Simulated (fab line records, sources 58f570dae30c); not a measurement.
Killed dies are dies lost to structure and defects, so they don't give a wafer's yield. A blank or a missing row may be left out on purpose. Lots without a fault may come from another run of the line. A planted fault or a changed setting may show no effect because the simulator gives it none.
Chamber matching | flow berkeley_cmos170 | UCB170_SPACER_CVD_00 on pecvd-04: 3 sister chambers
The step deposits SiO2 from TEOS/O2, target thk 376 nm, time 47 s. 14 wafers are shown with their chamber, then 7 later ones without.

WAFERS WITH THEIR CHAMBER
wafer  | chamber | heater_power_w (W) | rf_fwd_power_W (W) | susceptor_temp_C (C)
L320.1 | 2       | 311                | 547.5              | 389.95
L320.4 | 1       | 251                | 546.0              | 389.84
L320.5 | 2       | 322                | 546.5              | 389.99
L323.2 | 1       | 262                | 545.0              | 390.52
L323.3 | 2       | 330                | 548.1              | 390.07
L323.6 | 1       | 275                | 543.1              | 390.24
L326.2 | 2       | 274                | 544.5              | 390.14
L326.3 | 0       | 234                | 542.9              | 390.09
L326.5 | 0       | 250                | 544.5              | 390.09
L331.1 | 1       | 251                | 548.8              | 390.34
L331.3 | 2       | 279                | 546.6              | 390.24
L331.4 | 2       | 293                | 545.6              | 390.51
L332.1 | 1       | 195                | 545.1              | 389.84
L332.2 | 2       | 334                | 549.5              | 389.62

SIGNATURES (means of the wafers above)
reading          | chamber 0 | chamber 1 | chamber 2 | scatter within a chamber
heater_power_w   | 242.00    | 246.80    | 306.14    | 26
rf_fwd_power_W   | 543.700   | 545.600   | 546.900   | 1.78
susceptor_temp_C | 390.0900  | 390.1560  | 390.0743  | 0.274
Rule: a wafer's distance from a chamber is the root of the sum, over the readings, of the square of ((its reading less the chamber's mean) divided by the reading's scatter). The wafer belongs to the nearest chamber; if the next one is less than 2 further off, it can't be placed. The scatter: the root of (the sum of the squares of (reading less its chamber's mean) over the shown wafers, divided by (wafers less chambers)).

WAFERS WITHOUT THEIR CHAMBER
wafer  | heater_power_w (W) | rf_fwd_power_W (W) | susceptor_temp_C (C)
L332.5 | 214                | 546.1              | 389.76
L337.2 | 336                | 544.8              | 390.17
L337.4 | 220                | 545.9              | 389.70
L337.6 | 238                | 545.6              | 389.72
L338.2 | 288                | 546.5              | 390.63
L338.3 | 214                | 546.0              | 390.13
L338.5 | 302                | 546.3              | 390.14

WHICH CHAMBER EACH WENT THROUGH
wafer  | from the rows above          | in truth
L332.5 | can't be placed: 1 or 0 or 2 | 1
L337.2 | can't be placed: 2 or 1 or 0 | 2
L337.4 | can't be placed: 1 or 0 or 2 | 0
L337.6 | can't be placed: 1 or 0 or 2 | 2
L338.2 | can't be placed: 2 or 1 or 0 | 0
L338.3 | can't be placed: 1 or 0      | 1
L338.5 | can't be placed: 2 or 1      | 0
Placed correctly: 0 of 7. Can't be placed from these rows: 7 (the true chamber is among the candidates in 6). Placed wrongly: 0.
